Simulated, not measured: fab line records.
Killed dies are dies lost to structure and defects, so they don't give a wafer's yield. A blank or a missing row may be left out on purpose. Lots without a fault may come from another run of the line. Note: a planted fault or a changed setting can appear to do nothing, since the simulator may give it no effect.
2 desks looking at one fault | flow berkeleyCmos170 | each desk has only its own numbers; what lay behind them comes last

AT THE METROLOGY DESK
Means of the sampled wafers that have a number, per lot and without regard to the tool the lot ran on: this is what the gauges read. If a lot's mean is further than 4 standard deviations from the usual mean, the lot is out of limits and carries the mark OUT (the distance appears in the brackets).
Columns: A = NLDD_OVL at UCB170_NLDD_OVL_MEAS_07, usual 3 nm; B = V2_TEOS_THK at UCB170_V2_THK_MEAS_01, usual 2007 nm
lot  | first seen here | A  | B
L103 | day 6 17:23     | -1 | 2002
L102 | day 6 17:38     | 7  | 1960
L104 | day 6 18:11     | 5  | 2027
L106 | day 7 08:07     | 8  | 2004
L105 | day 7 08:37     | 1  | 2022
L110 | day 8 11:12     | -1 | 2014
L115 | day 9 12:10     | 4  | 1681 (-13) OUT
L118 | day 9 18:07     | 6  | 2012
L117 | day 9 18:13     | -5 | 2014
L119 | day 10 01:06    | -1 | 2001
L121 | day 10 01:22    | 13 | 2013
L122 | day 10 20:50    | 15 | 2049
L123 | day 11 08:38    | -3 | 2015
Per this desk, out of limits: L115; the first was L115, day 10 20:23 (V2_TEOS_THK at UCB170_V2_THK_MEAS_01). L103, L102, L104, L106, L105, L110, L118, L117, L119, L121, L122, L123: within limits.

THE TOOL OWNER'S DESK: pecvd-03
The tool's own readings at UCB170_V2_CVD_00 (deposits SiO2 from TEOS/O2, target thk 2000 nm, time 250 s): means of the sampled wafers that have a number, for each lot that ran on this tool. If a lot's mean is further than 4 standard deviations from the usual mean, the lot is out of limits and carries the mark OUT (the distance appears in the brackets).
Columns: A = heaterPowerW at UCB170_V2_CVD_00, usual 237 W
lot  | first seen here | A
L102 | day 8 01:28     | 329
L104 | day 8 02:44     | 280
L106 | day 8 12:54     | 291
L110 | day 9 22:13     | 253
L115 | day 10 20:14    | 285
This desk's verdict: no lot among the 5 shows anything out of limits.

ALL TOGETHER
An alarm was possible from the metrology desk at day 10 20:23, on L115.
The tool owner's desk saw nothing out of limits.
The tool owner's desk has L115 on record, within its limits.
All the named lots went through UCB170_V2_CVD_00 on pecvd-03.

WHAT WAS PUT IN BY THE SIMULATOR
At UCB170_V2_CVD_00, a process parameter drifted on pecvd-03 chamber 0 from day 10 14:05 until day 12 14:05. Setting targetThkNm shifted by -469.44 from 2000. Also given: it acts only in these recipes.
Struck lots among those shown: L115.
Time in hours between the start of the fault and the first out-of-limits reading at each desk: metrology desk, 6.
